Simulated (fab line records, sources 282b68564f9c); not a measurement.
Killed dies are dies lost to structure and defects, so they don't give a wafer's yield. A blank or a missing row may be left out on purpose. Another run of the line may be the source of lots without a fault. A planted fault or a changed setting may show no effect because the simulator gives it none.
fab line records | flow rit_cmos
[record] lots = 13 | wafers = 39 | last_day = 8
route steps=202 shown SPACER@125 M1@202
lots untouched by any fault: they come from a run of this same line in which no faults occurred
start_h: hours from the record's first day to the start of the lot's first wafer shown | wait_h: hours elapsed since this lot's preceding step | " unchanged from the row above | L1.1+2: one row covering several wafers at once | - either no value or no given start | * or withheld: withheld | < > ~ a bound
route shown NAME@n: names a module that has steps shown in the file, with the first one's number in the route | usual: mean/standard deviation taken from wafers without a fault | same: alike in all rows | chamber/n: place in a boat | sites: per-site readings | _std_site: their standard deviation | _edge_site: mean of outer sites minus mean of inner sites | radius_mm: for every site, how far away it sits from the centre of the wafer | mask NAME#n: copy n | behind: tool/chamber where the wafer was last shaped | hold: the reason the lot was held/the length of the hold in hours/how it ended | device: transistor that didn't switch, given as n, p or np | end of line: tests run on the same wafers once the route is complete | a step with no rows: only its recipe | killed: at the first sort, the dies lost to defects and structure; wafer yield is something else | map: per-die view of a wafer (x killed, . not killed, _ where there is no die)
set.NAME: the run value of the setting; set.NAME@STEP: its run value at that earlier step | model.NAME: the simulator's own value behind a step, which no gauge read
steps of the route over a sample of lots; a table a step, a row a wafer
services: when a tool's chamber went out of use (start_h, in hours from the record's first day, below 0 if earlier), for how many hours, and the reason
[[steps]]
[step RIT_SPACER_CLEAN_00]
[recipe] chemistry = SC1 | mix = 3:3:50 | time_s = 600 | temp_c = 75
[usual] run_length_s = 627.4/3
lot.wafer | tool         | chamber | start_h | wait_h | run_length_s
L773.4    | wet_bench-03 | 3       | 58.37   | 0.0    | 625.7
L773.5    | "            | 3       | "       | "      | 625.7
L773.6    | "            | 3       | "       | "      | 625.7
L775.1    | wet_bench-04 | 1       | 67.70   | 0.1    | 626.2
L775.3    | "            | 1       | "       | "      | 626.2
L775.6    | "            | 1       | "       | "      | 626.2
L778.1    | wet_bench-02 | 2       | 84.54   | 0.1    | 625.5
L778.3    | "            | 2       | "       | "      | 625.5
L778.4    | "            | 2       | "       | "      | 625.5
L779.4    | wet_bench-04 | 1       | 92.18   | 0.0    | 633.3
L779.5    | "            | 1       | "       | "      | 633.3
L779.6    | "            | 1       | "       | "      | 633.3
L780.3    | wet_bench-03 | 1       | 95.00   | 0.0    | 624.4
L780.4    | "            | 1       | "       | "      | 624.4
L780.6    | "            | 1       | "       | "      | 624.4
L782.1    | wet_bench-03 | 2       | 102.28  | 0.1    | 626.5
L782.3    | "            | 2       | "       | "      | 626.5
L782.5    | "            | 2       | "       | "      | 626.5
L783.3    | wet_bench-02 | 3       | 109.53  | 0.0    | 627.4
L783.5    | "            | 3       | "       | "      | 627.4
L783.6    | "            | 3       | "       | "      | 627.4
L785.2    | wet_bench-03 | 1       | 119.24  | 0.0    | 630.7
L785.3    | "            | 1       | "       | "      | 630.7
L785.4    | "            | 1       | "       | "      | 630.7
L786.1    | wet_bench-03 | 3       | 126.95  | 0.1    | 625.9
L786.2    | "            | 3       | "       | "      | 625.9
L786.4    | "            | 3       | "       | "      | 625.9
L787.1    | wet_bench-04 | 3       | 127.10  | 0.1    | 628.6
L787.2    | "            | 3       | "       | "      | 628.6
L787.3    | "            | 3       | "       | "      | 628.6
L789.1    | wet_bench-03 | 0       | 138.95  | 0.1    | 625.6
L789.2    | "            | 0       | "       | "      | 625.6
L789.4    | "            | 0       | "       | "      | 625.6
L792.1    | wet_bench-03 | 3       | 153.84  | 0.1    | 722.3
L792.5    | "            | 3       | "       | "      | 722.3
L792.6    | "            | 3       | "       | "      | 722.3
L794.1    | wet_bench-03 | 1       | 174.12  | 0.1    | 623.4
L794.2    | "            | 1       | "       | "      | 623.4
L794.3    | "            | 1       | "       | "      | 623.4
[step RIT_M1_PROBE_99]
[usual] killed_at_contacts = 0.1/0.23 | killed_at_front_end = 7/3 | killed_dies = 7/3 | killed_open = 3.3/1.8 | killed_short = 3.3/2.2
[same] gross_dies = 264 | killed_at_M0_to_M3 = 0 | killed_at_M4_up = 0 | killed_at_back_side = 0 | killed_at_other = 0
lot.wafer | tool      | chamber | start_h | wait_h | killed_at_contacts | killed_at_front_end | killed_dies | killed_open | killed_short
L786.1    | prober-01 | -       | 140.48  | 0.1    | 0                  | 4                   | 4           | 2           | 2
L786.2    | prober-01 | -       | 140.53  | 0.1    | 0                  | 5                   | 5           | 3           | 2
L786.4    | prober-01 | -       | 140.63  | 0.2    | 0                  | 4                   | 4           | 1           | 3
// killed by level:class
L786.1 GATE:geometric_particle:short=2 FOX1:geometric_particle:open=1 SILICIDE:geometric_particle:open=1
L786.2 FOX1:geometric_particle:short=1 FOX1:geometric_particle:open=1 GATE:geometric_particle:short=1 REOX:geometric_particle:open=1 SILICIDE:geometric_particle:open=1
L786.4 FOX1:geometric_particle:short=1 GATE:geometric_particle:short=1 GATE:geometric_particle:open=1 SILICIDE:geometric_particle:short=1
[[services]]
tool         | chamber | start_h | hours | kind
wet_bench-02 | -       | 92.42   | 3.8   | repair
[[key]]
[first_sign] step = RIT_SPACER_CLEAN_00 | reading = run_length_s | direction = up | sigmas = 32 | usual = * | struck = *
effect none on later readings
met_at RIT_SPACER_CLEAN_00
struck_lots L792
struck_wafers L792.1,L792.5,L792.6
tester_left_out L792
onset_between 126.95 153.84
[fault] kind = process_parameter_drift | tool = wet_bench-03 | chamber = 3 | onset_h = 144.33 | steps = RIT_SPACER_CLEAN_00 | channel = time_s | offset = * | shape = step | end_h = 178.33 | acts_in = * | stated = *
// tester_left_out: of these lots the tester's yield and bins aren't shown, on N5 and GAA mostly nor the transistor test; their killed dies are dies lost to structure and defects alone, not to doping, threshold or leakage, so they don't give the yield
